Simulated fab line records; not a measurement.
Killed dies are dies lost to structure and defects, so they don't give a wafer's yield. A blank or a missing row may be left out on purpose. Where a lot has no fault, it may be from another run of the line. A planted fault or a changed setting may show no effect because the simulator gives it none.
Comparing a struck lot with a sound one | flow berkeleyCmos170 | 15 steps out of a route of 331
Sound: these wafers, L306.3, L306.4, L306.5. Struck: wafers L316.4, L316.5 (left out: L316.1, a lot-mate that was not struck); the cause follows at the end.
Each step with rows lists, per side, the tool, then ch with its chambers, then its first start. Under that, the readings that differ: sound wafers | struck wafers | difference of the means | sigmas: that difference in standard deviations of wafers without a fault.
alike: words and numbers the same on both sides, and readings whose means are apart by under 2 such deviations; not compared: readings that were withheld, readings missing a value for some wafer, numbers with overlapping values and no deviation given by the record, and bounds like >300 which may hide the same value.
The two part at a step that has a row with sigmas, a row that says differs or no value, or rows on one side only. When numbers do not overlap yet have no deviation, they are printed without sigmas and do not part them. Lack of a reading on every wafer of one side parts them only where that side has two or more wafers.

first, 1 step without rows for these wafers: UCB170_M2_SOFTBAKE_06 (time 60 s).
UCB170_M2_STRIP_07: strips in O2.
  sound on plasmaAsher-01 ch 0,1, day 9 12:28; struck on plasmaAsher-02 ch 0,1, day 10 16:35
  alike: drypumpMotorCurrentA, o2FlowSccm, oesProductAu, stripTimeToEndpointS
  not compared: rfHoursCounterH
then, 7 steps without rows for these wafers: UCB170_M2_STRIP_08 (strips KrF in DMSO, time 600 s); UCB170_M2_COAT_09; UCB170_M2_COAT_10 (resist thk 900 nm); UCB170_M2_SOFTBAKE_11 (time 60 s); UCB170_M2_EXPOSE_12 (exposes mask METAL2, target cd 700 nm); UCB170_M2_PEB_13; UCB170_M2_DEVELOP_14 (develop time 45 s).
UCB170_M2_CD_MEAS_15 targets a cd of 700 nm.
  sound on cdSem-02, day 9 14:22; struck on cdSem-02, day 10 18:12
  alike: cdNm
UCB170_M2_OVL_MEAS_16:
  sound on overlay-02, day 9 14:27; struck on overlay-01, day 10 18:19
  alike: M2_OVL
UCB170_M2_ETCH_17: etches BARC in N2/H2.
  sound on rieDiel-01 ch 0,1,2, day 9 14:28; struck on rieDiel-01 ch 0,3, day 10 18:22
  alike: chamberPressureMTorr, drypumpMotorCurrentA, oesProductAu, throttleValvePct
UCB170_M2_METAL_ETCH_18: etches Al in Cl2/BCl3, stops on SiO2, target depth 1170 nm, time 195 s.
  sound on rieMetal-02 ch 0,1, day 9 14:35; struck on rieMetal-02 ch 1, day 10 18:24
reading                      | sound                | struck      | difference | sigmas
chamberPressureMTorr (mTorr) | 11.998 12.005 12.008 | 9.596 9.608 | -2.402     | -99 or more
  alike: drypumpMotorCurrentA, oesProductAu, throttleValvePct
  not compared: rfHoursCounterH
UCB170_M2_STRIP_19: strips in O2.
  sound on plasmaAsher-02 ch 0,1, day 9 14:44; struck on plasmaAsher-04 ch 0, day 10 18:35
  alike: drypumpMotorCurrentA, o2FlowSccm, oesProductAu
  not compared: rfHoursCounterH
UCB170_M3_PROBE_99:
  record: rows for the struck wafers here (prober-02, day 11 01:16), none for the sound ones

## WHERE THEY PART
Earliest at UCB170_M2_METAL_ETCH_18; latest, in this record, at UCB170_M3_PROBE_99.

WHY: what the simulator had put in
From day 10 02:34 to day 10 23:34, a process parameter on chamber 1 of rieMetal-02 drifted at UCB170_M2_METAL_ETCH_18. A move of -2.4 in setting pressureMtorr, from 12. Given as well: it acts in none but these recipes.
